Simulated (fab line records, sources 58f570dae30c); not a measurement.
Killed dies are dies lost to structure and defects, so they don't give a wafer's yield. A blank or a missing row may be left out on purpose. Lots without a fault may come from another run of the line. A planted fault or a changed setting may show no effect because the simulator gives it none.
Tool commonality check | flow berkeley_cmos170 | 15 lots, 45 wafers sampled

WHY IT WAS OPENED
At UCB170_M3_OVL_MEAS_16 the reading M3_OVL is flagged on 3 of 15 lots. Wafers without a fault read 4 nm, standard deviation 6.1.
Rule: a lot is flagged when every wafer of it that has a number lies more than 4 standard deviations from that mean, or none has a number. The other lots count as sound.

lot  | measured     | on         | M3_OVL (nm), wafer by wafer | flag
L911 | day 8 19:11  | overlay-02 | -7 3 -1                     |
L910 | day 8 23:50  | overlay-01 | 6 -2 -14                    |
L914 | day 9 07:32  | overlay-02 | -2 13 0                     |
L912 | day 9 10:08  | overlay-01 | 10 9 9                      |
L915 | day 10 00:53 | overlay-01 | 11 5 3                      |
L917 | day 10 01:27 | overlay-01 | -2 -3 -9                    |
L918 | day 10 15:45 | overlay-01 | -1 15 6                     |
L921 | day 10 23:52 | overlay-02 | 1 13 8                      |
L919 | day 11 01:42 | overlay-01 | -3 -3 -10                   |
L923 | day 11 09:04 | overlay-02 | 68 84 77                    | FLAGGED
L924 | day 11 12:37 | overlay-01 | 73 67 76                    | FLAGGED
L925 | day 11 12:40 | overlay-02 | 78 75 82                    | FLAGGED
L930 | day 12 13:27 | overlay-02 | 7 4 6                       |
L927 | day 12 15:53 | overlay-02 | 3 1 -4                      |
L932 | day 13 09:37 | overlay-02 | 3 -2 3                      |
The numbers of the flagged lots are 76 nm on average: +72 nm against the usual, or +12 standard deviations.

WHICH TOOL RAN EACH LOT
The record holds 2 process steps before the reading, out of a route of 331 steps. In each cell: the tool, then ch and the chambers that the sampled wafers went through, then the start.
lot  | flag    | UCB170_V1_CMP_02              | UCB170_M3_EXPOSE_12
L911 |         | cmp-02 ch 0,1,3, day 8 07:08  | krf_scanner-01 ch 0, day 8 18:31
L910 |         | cmp-01 ch 0,3, day 8 12:58    | krf_scanner-01 ch 0, day 8 23:04
L914 |         | cmp-02 ch 2,3, day 8 20:36    | krf_scanner-01 ch 0, day 9 06:43
L912 |         | cmp-01 ch 1,3, day 8 21:53    | krf_scanner-01 ch 0, day 9 09:19
L915 |         | cmp-01 ch 1,2,3, day 9 13:10  | krf_scanner-02 ch 0, day 10 00:04
L917 |         | cmp-02 ch 0,1,3, day 9 14:30  | krf_scanner-01 ch 0, day 10 00:54
L918 |         | cmp-02 ch 1,2,3, day 10 04:58 | krf_scanner-02 ch 0, day 10 15:04
L921 |         | cmp-02 ch 1,3, day 10 11:32   | krf_scanner-01 ch 0, day 10 22:43
L919 |         | cmp-01 ch 0,2,3, day 10 12:49 | krf_scanner-02 ch 0, day 11 00:47
L923 | FLAGGED | cmp-01 ch 0,2,3, day 10 20:59 | krf_scanner-01 ch 0, day 11 08:25
L924 | FLAGGED | cmp-02 ch 0,1,3, day 10 23:39 | krf_scanner-01 ch 0, day 11 11:44
L925 | FLAGGED | cmp-01 ch 0,2, day 11 00:56   | krf_scanner-01 ch 0, day 11 11:52
L930 |         | cmp-01 ch 0,1,2, day 12 01:48 | krf_scanner-02 ch 0, day 12 12:03
L927 |         | cmp-02 ch 0,2, day 12 03:05   | krf_scanner-02 ch 0, day 12 15:23
L932 |         | cmp-02 ch 0,2,3, day 12 19:52 | krf_scanner-02 ch 0, day 13 08:35
What these steps do:
- UCB170_V1_CMP_02: polishes SiO2.
- UCB170_M3_EXPOSE_12: exposes mask METAL3, target cd 700 nm.
- UCB170_M3_OVL_MEAS_16

FLAGGED OVER TOTAL, TOOL BY TOOL (the gauges that took the reading come last)
step                  | tool           | lots run | flagged | share of the flagged lots | sound lots run after its first flagged lot
UCB170_V1_CMP_02      | cmp-01         | 7        | 2       | some                      | 1 (L930)
UCB170_V1_CMP_02      | cmp-02         | 8        | 1       | some                      | 2 (L927,L932)
UCB170_M3_EXPOSE_12   | krf_scanner-01 | 9        | 3       | all                       | 0
UCB170_M3_EXPOSE_12   | krf_scanner-02 | 6        | 0       | none                      | -
UCB170_M3_OVL_MEAS_16 | overlay-01     | 7        | 1       | some                      | 0
UCB170_M3_OVL_MEAS_16 | overlay-02     | 8        | 2       | some                      | 3 (L930,L927,L932)

WHAT THE TABLE ALLOWS
1 row of the table ran every flagged lot: krf_scanner-01 at UCB170_M3_EXPOSE_12.
- krf_scanner-01 at UCB170_M3_EXPOSE_12: 3 of its 9 lots flagged. Its last sound lot is L921 (day 10 22:43), its first flagged lot L923 (day 11 08:25): a fault that began between those two fits.
One tool is left: krf_scanner-01 at UCB170_M3_EXPOSE_12.

WHAT THE SIMULATOR HAD PUT IN
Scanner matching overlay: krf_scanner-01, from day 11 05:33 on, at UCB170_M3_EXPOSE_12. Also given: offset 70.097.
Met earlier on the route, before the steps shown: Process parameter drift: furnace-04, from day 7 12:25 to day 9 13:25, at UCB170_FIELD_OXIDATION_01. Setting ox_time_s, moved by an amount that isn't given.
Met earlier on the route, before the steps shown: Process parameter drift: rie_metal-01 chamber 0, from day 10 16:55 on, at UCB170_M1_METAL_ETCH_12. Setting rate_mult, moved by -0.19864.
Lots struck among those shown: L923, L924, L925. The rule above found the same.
